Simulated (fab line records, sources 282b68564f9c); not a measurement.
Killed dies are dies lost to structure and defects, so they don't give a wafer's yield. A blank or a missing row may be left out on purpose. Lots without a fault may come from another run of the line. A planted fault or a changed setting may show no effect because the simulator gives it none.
Which tool did it? | flow rit_cmos | 14 lots, 42 wafers sampled, at 6 steps of a route of 202

WHAT THE GAUGES READ, wafer by wafer
RIT_SILICIDE_RS_MEAS_02: measures by four-point-probe.
lot  | measured    | on            | SILICIDE_TI_RS (ohm/sq)
L971 | day 3 03:24 | film_metro-04 | 47.5 47.1 47.1
L972 | day 3 07:40 | film_metro-04 | 49.2 48.2 48.6
L974 | day 3 17:16 | film_metro-04 | 47.6 48.4 47.6
L975 | day 3 23:19 | film_metro-03 | 47.7 48.2 47.5
L976 | day 4 10:05 | film_metro-03 | 48.7 47.9 48.3
L977 | day 4 15:27 | film_metro-04 | 47.7 48.2 48.2
L978 | day 4 15:42 | film_metro-04 | 48.5 49.3 48.5
L981 | day 5 06:20 | film_metro-04 | 47.3 47.8 47.6
L985 | day 6 01:26 | film_metro-04 | - - -
L984 | day 6 02:10 | film_metro-03 | - - -
L989 | day 6 21:00 | film_metro-04 | 47.3 47.8 48.1
L992 | day 7 11:49 | film_metro-03 | 47.3 47.4 46.6
L993 | day 7 16:59 | film_metro-01 | 48.6 47.4 48.0
L994 | day 7 21:27 | film_metro-01 | 47.6 48.2 48.4

RIT_SILICIDE_THK_MEAS_03: measures by xrf.
lot  | measured    | on            | SILICIDE_TI_THK (nm)
L971 | day 3 03:31 | film_metro-04 | 29.9 30.0 30.1
L972 | day 3 07:47 | film_metro-04 | 29.1 29.5 29.3
L974 | day 3 17:23 | film_metro-04 | 29.8 29.4 29.7
L975 | day 3 23:26 | film_metro-03 | 29.5 29.1 29.4
L976 | day 4 10:12 | film_metro-03 | 29.0 29.4 29.2
L977 | day 4 15:34 | film_metro-04 | 29.5 29.2 29.4
L978 | day 4 15:49 | film_metro-04 | 29.1 28.8 29.2
L981 | day 5 06:28 | film_metro-04 | 29.9 29.6 29.6
L985 | day 6 01:33 | film_metro-04 | <0.0 <0.0 <0.0
L984 | day 6 02:17 | film_metro-03 | <0.0 <0.0 <0.0
L989 | day 6 21:07 | film_metro-04 | 29.8 29.6 29.5
L992 | day 7 11:55 | film_metro-03 | 29.7 29.6 29.9
L993 | day 7 17:05 | film_metro-01 | 29.4 29.8 29.5
L994 | day 7 21:34 | film_metro-01 | 29.8 29.6 29.4

RIT_M1_THK_MEAS_02: measures by xrf.
lot  | measured    | on            | M1_AL_THK (nm)
L971 | day 3 06:37 | film_metro-01 | 402 403 389
L972 | day 3 10:51 | film_metro-03 | 388 387 389
L974 | day 3 20:24 | film_metro-03 | 387 390 387
L975 | day 4 02:18 | film_metro-02 | 387 392 398
L976 | day 4 13:12 | film_metro-03 | 393 396 395
L977 | day 4 18:37 | film_metro-03 | 401 399 390
L978 | day 4 18:58 | film_metro-02 | 383 389 387
L981 | day 5 09:20 | film_metro-01 | 388 390 388
L989 | day 7 00:07 | film_metro-01 | 385 387 397
L992 | day 7 14:47 | film_metro-02 | 390 390 388
L993 | day 7 20:08 | film_metro-02 | 391 395 399
L994 | day 8 00:39 | film_metro-03 | 392 397 390

RIT_M1_CD_MEAS_09: target cd 2600 nm.
lot  | measured    | on        | cd_nm (nm)
L971 | day 3 07:33 | cd_sem-02 | 2598.4 2601.0 2599.5
L972 | day 3 11:47 | cd_sem-01 | 2603.2 2602.7 2601.8
L974 | day 3 21:28 | cd_sem-01 | 2599.0 2599.3 2599.9
L975 | day 4 03:14 | cd_sem-01 | 2599.9 2602.7 2602.6
L976 | day 4 14:17 | cd_sem-02 | 2603.7 2602.6 2603.1
L977 | day 4 19:46 | cd_sem-01 | 2602.7 2601.2 2600.5
L978 | day 4 19:55 | cd_sem-02 | 2597.2 2600.3 2598.8
L981 | day 5 10:33 | cd_sem-02 | 2602.9 2604.0 2601.6
L989 | day 7 01:14 | cd_sem-01 | 2593.9 2596.5 2595.9
L992 | day 7 15:52 | cd_sem-02 | 2601.3 2602.8 2599.7
L993 | day 7 21:05 | cd_sem-01 | 2603.5 2600.7 2600.2
L994 | day 8 01:43 | cd_sem-02 | 2600.3 2603.2 2603.3

WHICH TOOL RAN EACH LOT (tool, then ch and the chambers of the sampled wafers, then the start)
lot  | RIT_GATE_STRIP_20                   | RIT_SILICIDE_SPUTTER_01
L971 | plasma_asher-04 ch 0,1, day 2 13:20 | pvd_sputter-03, day 3 03:15
L972 | plasma_asher-03 ch 0,1, day 2 18:39 | pvd_sputter-02, day 3 07:31
L974 | plasma_asher-03 ch 0, day 3 04:29   | pvd_sputter-02, day 3 17:06
L975 | plasma_asher-04 ch 0,1, day 3 09:14 | pvd_sputter-03, day 3 23:10
L976 | plasma_asher-04 ch 0,1, day 3 18:36 | pvd_sputter-02, day 4 09:56
L977 | plasma_asher-02 ch 0,1, day 4 00:48 | pvd_sputter-03, day 4 15:17
L978 | plasma_asher-02 ch 0,1, day 4 02:16 | pvd_sputter-02, day 4 15:32
L981 | plasma_asher-04 ch 0,1, day 4 17:14 | pvd_sputter-03, day 5 06:11
L985 | plasma_asher-04 ch 0,1, day 5 12:04 | pvd_sputter-04, day 6 01:17
L984 | plasma_asher-02 ch 0,1, day 5 12:23 | pvd_sputter-03, day 6 02:01
L989 | plasma_asher-03 ch 0,1, day 6 08:06 | pvd_sputter-04, day 6 20:50
L992 | plasma_asher-04 ch 0,1, day 6 22:48 | pvd_sputter-03, day 7 11:38
L993 | plasma_asher-04 ch 0,1, day 7 03:16 | pvd_sputter-04, day 7 16:49
L994 | plasma_asher-03 ch 1, day 7 08:08   | pvd_sputter-03, day 7 21:18
- RIT_GATE_STRIP_20: strips in O2, time 180 s.
- RIT_SILICIDE_SPUTTER_01: material Ti, target thk 30 nm, time 240 s.

WHAT THE TOOLS THEMSELVES READ (means of the sampled wafers that have a number; where no wafer has one, the mark that the record gives instead)
RIT_GATE_STRIP_20.
lot  | tool            | drypump_motor_current_A (A)
L971 | plasma_asher-04 | 6.4
L972 | plasma_asher-03 | 6.2
L974 | plasma_asher-03 | 5.9
L975 | plasma_asher-04 | 5.9
L976 | plasma_asher-04 | 6.4
L977 | plasma_asher-02 | 5.9
L978 | plasma_asher-02 | 5.9
L981 | plasma_asher-04 | 5.9
L985 | plasma_asher-04 | 5.9
L984 | plasma_asher-02 | 5.9
L989 | plasma_asher-03 | 6.2
L992 | plasma_asher-04 | 5.9
L993 | plasma_asher-04 | 5.9
L994 | plasma_asher-03 | 6.3

RIT_SILICIDE_SPUTTER_01.
lot  | tool           | cathode_dc_power_W (W) | chamber_pressure_pa (Pa) | throttle_valve_pct (%)
L971 | pvd_sputter-03 | 349.99                 | 0.6663                   | 31.0
L972 | pvd_sputter-02 | 350.00                 | 0.6663                   | 30.0
L974 | pvd_sputter-02 | 350.02                 | 0.6675                   | 30.1
L975 | pvd_sputter-03 | 349.97                 | 0.6674                   | 30.9
L976 | pvd_sputter-02 | 349.98                 | 0.6681                   | 30.2
L977 | pvd_sputter-03 | 349.97                 | 0.6658                   | 31.1
L978 | pvd_sputter-02 | 350.00                 | 0.6660                   | 30.8
L981 | pvd_sputter-03 | 350.01                 | 0.6670                   | 31.3
L985 | pvd_sputter-04 | -                      | -                        | -
L984 | pvd_sputter-03 | -                      | -                        | -
L989 | pvd_sputter-04 | 350.03                 | 0.6661                   | 29.6
L992 | pvd_sputter-03 | 349.98                 | 0.6679                   | 31.1
L993 | pvd_sputter-04 | 349.97                 | 0.6678                   | 30.4
L994 | pvd_sputter-03 | 349.94                 | 0.6673                   | 30.8

THE ANSWER, worked out from the rows above alone
Rule: what is usual is taken from the lots themselves. Put in order of their means at a reading, lots are off if they are a third of the lots or fewer, leave a main group of 4 or more, and stand apart from it by a gap of 3 or more times the standard deviation of the main group's means; of several such gaps the widest counts. A main group whose means are all the same, to the digits that the tables above print for the reading, isn't used. A lot without any number at a reading at which 4 lots or more have one is off too. The other lots that the step has rows for count as sound. The gauges are gone through in route order, then the tools' own readings, and for those a lot's mean is taken as printed above. The first step at which some lot is off is used, and at that step the reading that is off furthest; a lot without a number counts as furthest.
Off: L985, L984, at RIT_SILICIDE_RS_MEAS_02 (SILICIDE_TI_RS). Without a number there: L985, L984. The main group: mean 47.9 ohm/sq, standard deviation 0.48.
A tool fits if, at a process step before that reading, it ran every lot that is off, and no sound lot after the first of them. The gauges at RIT_SILICIDE_RS_MEAS_02 aren't tried: what is off there is off at RIT_SILICIDE_SPUTTER_01 too, on other tools, and a gauge's error can't cause that. None of those tried fits.

WHAT THE SIMULATOR HAD PUT IN
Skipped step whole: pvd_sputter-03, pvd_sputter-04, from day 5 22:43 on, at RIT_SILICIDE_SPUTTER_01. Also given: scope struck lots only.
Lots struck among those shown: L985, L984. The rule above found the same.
